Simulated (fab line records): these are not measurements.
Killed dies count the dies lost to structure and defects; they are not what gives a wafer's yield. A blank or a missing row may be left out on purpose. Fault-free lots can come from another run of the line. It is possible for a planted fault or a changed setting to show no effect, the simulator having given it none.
Which tool did it? || flow berkeley-cmos170 || 45 wafers from 15 lots sampled at 6 of the route's 331 steps

## WHAT EACH GAUGE READ, for each wafer
UCB170_START_THK_MEAS_03.
{"lot": "L598", "measured": "day 1 13:44", "on": "film-metro-03", "START_OXIDE_THK (nm)": "18.6 18.3 18.0"}
{"lot": "L599", "measured": "day 2 02:26", "on": "film-metro-04", "START_OXIDE_THK (nm)": "18.6 18.3 18.7"}
{"lot": "L600", "measured": "day 2 02:26", "on": "film-metro-02", "START_OXIDE_THK (nm)": "18.6 19.0 18.4"}
{"lot": "L601", "measured": "day 2 07:44", "on": "film-metro-04", "START_OXIDE_THK (nm)": "18.2 17.5 18.0"}
{"lot": "L603", "measured": "day 2 13:46", "on": "film-metro-03", "START_OXIDE_THK (nm)": "18.8 18.4 18.8"}
{"lot": "L602", "measured": "day 2 13:47", "on": "film-metro-04", "START_OXIDE_THK (nm)": "18.7 18.8 19.1"}
{"lot": "L605", "measured": "day 2 22:52", "on": "film-metro-04", "START_OXIDE_THK (nm)": "18.3 18.3 18.2"}
{"lot": "L604", "measured": "day 2 22:53", "on": "film-metro-02", "START_OXIDE_THK (nm)": "18.5 18.5 18.0"}
{"lot": "L606", "measured": "day 3 05:52", "on": "film-metro-03", "START_OXIDE_THK (nm)": "18.3 18.3 18.0"}
{"lot": "L611", "measured": "day 4 10:44", "on": "film-metro-04", "START_OXIDE_THK (nm)": "18.6 18.4 18.2"}
{"lot": "L612", "measured": "day 4 10:45", "on": "film-metro-02", "START_OXIDE_THK (nm)": "19.0 18.7 18.8"}
{"lot": "L613", "measured": "day 4 20:39", "on": "film-metro-04", "START_OXIDE_THK (nm)": "18.2 18.2 18.2"}
{"lot": "L614", "measured": "day 4 20:40", "on": "film-metro-03", "START_OXIDE_THK (nm)": "17.8 17.5 18.0"}
{"lot": "L620", "measured": "day 6 05:09", "on": "film-metro-03", "START_OXIDE_THK (nm)": "18.2 18.2 18.1"}
{"lot": "L621", "measured": "day 6 12:09", "on": "film-metro-03", "START_OXIDE_THK (nm)": "18.6 18.6 18.9"}

UCB170_SCREENOX_THK_MEAS_02.
{"lot": "L598", "measured": "day 6 15:01", "on": "film-metro-04", "SCREENOX_OXIDE_THK (nm)": "14.16 14.19 14.46"}
{"lot": "L599", "measured": "day 7 00:04", "on": "film-metro-02", "SCREENOX_OXIDE_THK (nm)": "14.38 14.52 14.35"}
{"lot": "L600", "measured": "day 7 00:04", "on": "film-metro-03", "SCREENOX_OXIDE_THK (nm)": "14.40 14.44 14.58"}
{"lot": "L601", "measured": "day 7 00:01", "on": "film-metro-03", "SCREENOX_OXIDE_THK (nm)": "14.02 14.18 14.40"}
{"lot": "L603", "measured": "day 7 00:01", "on": "film-metro-02", "SCREENOX_OXIDE_THK (nm)": "14.34 14.63 14.48"}
{"lot": "L602", "measured": "day 7 00:01", "on": "film-metro-04", "SCREENOX_OXIDE_THK (nm)": "14.60 14.76 14.63"}
{"lot": "L605", "measured": "day 7 11:21", "on": "film-metro-02", "SCREENOX_OXIDE_THK (nm)": "14.47 14.46 14.63"}
{"lot": "L604", "measured": "day 7 11:22", "on": "film-metro-03", "SCREENOX_OXIDE_THK (nm)": "14.04 13.91 14.04"}
{"lot": "L606", "measured": "day 7 11:21", "on": "film-metro-04", "SCREENOX_OXIDE_THK (nm)": "14.25 14.40 14.52"}
{"lot": "L611", "measured": "day 8 21:08", "on": "film-metro-03", "SCREENOX_OXIDE_THK (nm)": "14.64 14.51 14.73"}
{"lot": "L612", "measured": "day 8 21:12", "on": "film-metro-03", "SCREENOX_OXIDE_THK (nm)": "14.33 14.23 14.23"}
{"lot": "L613", "measured": "day 9 11:01", "on": "film-metro-03", "SCREENOX_OXIDE_THK (nm)": "14.19 14.39 13.90"}
{"lot": "L614", "measured": "day 9 11:02", "on": "film-metro-04", "SCREENOX_OXIDE_THK (nm)": "14.41 14.30 14.24"}
{"lot": "L620", "measured": "day 10 13:33", "on": "film-metro-02", "SCREENOX_OXIDE_THK (nm)": "14.31 14.57 14.30"}
{"lot": "L621", "measured": "day 11 01:05", "on": "film-metro-04", "SCREENOX_OXIDE_THK (nm)": "14.05 14.14 13.95"}

UCB170_SDANNEAL_RS_MEAS_04: uses a four-point probe to measure.
{"lot": "L598", "measured": "day 8 10:13", "on": "film-metro-04", "PLDD_RS (ohm/sq)": "1028.0 1029.9 1030.5"}
{"lot": "L599", "measured": "day 8 21:15", "on": "film-metro-04", "PLDD_RS (ohm/sq)": "1031.6 1031.1 1033.3"}
{"lot": "L600", "measured": "day 8 19:59", "on": "film-metro-02", "PLDD_RS (ohm/sq)": "1025.0 1021.2 1021.6"}
{"lot": "L601", "measured": "day 8 20:32", "on": "film-metro-02", "PLDD_RS (ohm/sq)": "1033.3 1032.6 1030.3"}
{"lot": "L603", "measured": "day 8 20:31", "on": "film-metro-04", "PLDD_RS (ohm/sq)": "1031.8 1032.6 1028.6"}
{"lot": "L602", "measured": "day 8 21:04", "on": "film-metro-02", "PLDD_RS (ohm/sq)": "1032.0 1033.1 1032.5"}
{"lot": "L605", "measured": "day 9 08:51", "on": "film-metro-03", "PLDD_RS (ohm/sq)": "952.3 952.4 952.7 954.2 950.8 953.0"}
{"lot": "L604", "measured": "day 9 09:31", "on": "film-metro-04", "PLDD_RS (ohm/sq)": "950.9 947.6 948.2 950.5 948.5 947.6"}
{"lot": "L606", "measured": "day 9 09:53", "on": "film-metro-03", "PLDD_RS (ohm/sq)": "950.3 950.7 952.7 949.7 951.1 952.9"}
{"lot": "L611", "measured": "day 10 20:30", "on": "film-metro-04", "PLDD_RS (ohm/sq)": "1031.0 1034.1 1033.4"}
{"lot": "L612", "measured": "day 10 20:41", "on": "film-metro-02", "PLDD_RS (ohm/sq)": "1033.0 1037.3 1034.2"}
{"lot": "L613", "measured": "day 11 06:11", "on": "film-metro-04", "PLDD_RS (ohm/sq)": "1032.1 1029.2 1031.5"}
{"lot": "L614", "measured": "day 11 06:12", "on": "film-metro-03", "PLDD_RS (ohm/sq)": "1031.1 1030.1 1027.3"}
{"lot": "L620", "measured": "day 12 18:28", "on": "film-metro-04", "PLDD_RS (ohm/sq)": "1029.9 1030.4 1030.0"}
{"lot": "L621", "measured": "day 12 18:58", "on": "film-metro-02", "PLDD_RS (ohm/sq)": "1030.3 1029.6 1030.3"}

UCB170_SDANNEAL_RS_MEAS_05: uses a four-point probe to measure.
{"lot": "L598", "measured": "day 8 10:20", "on": "film-metro-04", "NLDD_RS (ohm/sq)": "620.0 620.8 619.8"}
{"lot": "L599", "measured": "day 8 21:22", "on": "film-metro-04", "NLDD_RS (ohm/sq)": "619.0 618.7 619.0"}
{"lot": "L600", "measured": "day 8 20:07", "on": "film-metro-02", "NLDD_RS (ohm/sq)": "616.4 615.8 615.7"}
{"lot": "L601", "measured": "day 8 20:39", "on": "film-metro-02", "NLDD_RS (ohm/sq)": "614.5 615.3 614.6"}
{"lot": "L603", "measured": "day 8 20:38", "on": "film-metro-04", "NLDD_RS (ohm/sq)": "616.3 616.5 615.4"}
{"lot": "L602", "measured": "day 8 21:11", "on": "film-metro-02", "NLDD_RS (ohm/sq)": "614.8 615.8 614.4"}
{"lot": "L605", "measured": "day 9 20:25", "on": "film-metro-03", "NLDD_RS (ohm/sq)": "608.7 608.7 607.9 609.1 607.9 608.4"}
{"lot": "L604", "measured": "day 9 12:53", "on": "film-metro-04", "NLDD_RS (ohm/sq)": "606.5 606.4 607.3 608.9 607.5 607.0"}
{"lot": "L606", "measured": "day 9 11:42", "on": "film-metro-03", "NLDD_RS (ohm/sq)": "604.9 605.6 604.8 605.3 604.7 606.2"}
{"lot": "L611", "measured": "day 10 20:37", "on": "film-metro-04", "NLDD_RS (ohm/sq)": "615.0 617.6 615.9"}
{"lot": "L612", "measured": "day 10 20:49", "on": "film-metro-02", "NLDD_RS (ohm/sq)": "617.4 619.3 617.6"}
{"lot": "L613", "measured": "day 11 06:18", "on": "film-metro-04", "NLDD_RS (ohm/sq)": "618.9 621.1 618.6"}
{"lot": "L614", "measured": "day 11 06:19", "on": "film-metro-03", "NLDD_RS (ohm/sq)": "615.7 616.2 618.5"}
{"lot": "L620", "measured": "day 12 18:35", "on": "film-metro-04", "NLDD_RS (ohm/sq)": "617.1 618.7 616.0"}
{"lot": "L621", "measured": "day 12 19:05", "on": "film-metro-02", "NLDD_RS (ohm/sq)": "616.3 616.7 616.3"}

UCB170_CONTACT_OVL_MEAS_16.
{"lot": "L598", "measured": "day 8 14:47", "on": "overlay-02", "CONTACT_OVL (nm)": "-5 -3 -5"}
{"lot": "L599", "measured": "day 9 05:05", "on": "overlay-02", "CONTACT_OVL (nm)": "8 1 9"}
{"lot": "L600", "measured": "day 9 00:48", "on": "overlay-02", "CONTACT_OVL (nm)": "-5 -4 -11"}
{"lot": "L601", "measured": "day 9 01:33", "on": "overlay-02", "CONTACT_OVL (nm)": "0 -6 -4"}
{"lot": "L603", "measured": "day 9 03:54", "on": "overlay-02", "CONTACT_OVL (nm)": "-5 -9 -9"}
{"lot": "L602", "measured": "day 9 04:44", "on": "overlay-02", "CONTACT_OVL (nm)": "-1 -9 7"}
{"lot": "L604", "measured": "day 9 22:59", "on": "overlay-01", "CONTACT_OVL (nm)": "7 10 1"}
{"lot": "L606", "measured": "day 9 21:42", "on": "overlay-01", "CONTACT_OVL (nm)": "1 -5 -1"}
{"lot": "L611", "measured": "day 11 07:03", "on": "overlay-02", "CONTACT_OVL (nm)": "1 -14 -1"}
{"lot": "L612", "measured": "day 11 06:56", "on": "overlay-02", "CONTACT_OVL (nm)": "3 -1 2"}
{"lot": "L613", "measured": "day 11 11:00", "on": "overlay-02", "CONTACT_OVL (nm)": "-1 -3 -1"}
{"lot": "L614", "measured": "day 11 10:44", "on": "overlay-02", "CONTACT_OVL (nm)": "-20 -7 -1"}
{"lot": "L620", "measured": "day 13 01:15", "on": "overlay-02", "CONTACT_OVL (nm)": "9 6 2"}
{"lot": "L621", "measured": "day 13 01:55", "on": "overlay-01", "CONTACT_OVL (nm)": "-4 2 2"}

## TOOL THAT RAN EACH LOT (tool first, then ch and the chambers of the sampled wafers, then the start)
{"lot": "L598", "UCB170_SPACER_ANNEAL_02": "furnace-01 ch 0, day 8 03:40"}
{"lot": "L599", "UCB170_SPACER_ANNEAL_02": "furnace-04 ch 0, day 8 09:55"}
{"lot": "L600", "UCB170_SPACER_ANNEAL_02": "furnace-04 ch 0, day 8 09:55"}
{"lot": "L601", "UCB170_SPACER_ANNEAL_02": "furnace-04 ch 0, day 8 09:55"}
{"lot": "L603", "UCB170_SPACER_ANNEAL_02": "furnace-04 ch 0, day 8 09:55"}
{"lot": "L602", "UCB170_SPACER_ANNEAL_02": "furnace-04 ch 0, day 8 09:55"}
{"lot": "L605", "UCB170_SPACER_ANNEAL_02": "furnace-04 ch 0, day 8 23:35"}
{"lot": "L604", "UCB170_SPACER_ANNEAL_02": "furnace-04 ch 0, day 8 23:35"}
{"lot": "L606", "UCB170_SPACER_ANNEAL_02": "furnace-04 ch 0, day 8 23:35"}
{"lot": "L611", "UCB170_SPACER_ANNEAL_02": "furnace-01 ch 0, day 10 08:43"}
{"lot": "L612", "UCB170_SPACER_ANNEAL_02": "furnace-01 ch 0, day 10 08:43"}
{"lot": "L613", "UCB170_SPACER_ANNEAL_02": "furnace-01 ch 0, day 10 21:34"}
{"lot": "L614", "UCB170_SPACER_ANNEAL_02": "furnace-01 ch 0, day 10 21:34"}
{"lot": "L620", "UCB170_SPACER_ANNEAL_02": "furnace-02 ch 0, day 12 07:59"}
{"lot": "L621", "UCB170_SPACER_ANNEAL_02": "furnace-02 ch 0, day 12 07:59"}
- UCB170_SPACER_ANNEAL_02: time 1800 s.

## WHAT THE TOOLS THEMSELVES READ (means of the sampled wafers that have a number; where no wafer has one, the mark that the record gives instead)
The record holds no such reading with a usual standard deviation.

## THE ANSWER, worked out from the rows above alone
Rule: usual is defined by the lots themselves. Put in order of their means at a reading, lots are off if they are a third of the lots or fewer, leave a main group of 4 or more, and stand apart from it by a gap of 3 or more times the standard deviation of the main group's means; of several such gaps the widest counts. A main group whose means are all the same, to the digits that the tables above print for the reading, isn't used. A lot without any number at a reading at which 4 lots or more have one is off too. Where the step has rows for the other lots, those lots are counted as sound. First the gauges in route order, then the tools' own readings, where a lot's mean is used as printed above. The first step at which some lot is off is used, and at that step the reading that is off furthest; a lot without a number counts as furthest.
Off: at UCB170_SDANNEAL_RS_MEAS_04 (PLDD_RS), L605, L604, L606. Main group: mean 1030.7 ohm/sq, sd 2.9.
A tool fits if, at a process step before that reading, it ran every lot that is off, and no sound lot after the first of them. Those tools and the gauges at UCB170_SDANNEAL_RS_MEAS_04 are tried in the same way. One candidate fits, namely furnace-04 at UCB170_SPACER_ANNEAL_02. Its last sound lot is L599 (day 8 09:55), its first lot that is off L604 (day 8 23:35): a fault that began between those two fits.

## WHAT WAS PUT IN BY THE SIMULATOR
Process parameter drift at UCB170_SPACER_ANNEAL_02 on furnace-04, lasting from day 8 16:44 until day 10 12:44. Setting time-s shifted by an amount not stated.
Shown lots that were struck: L605, L604, L606. The rule above reached the same finding.
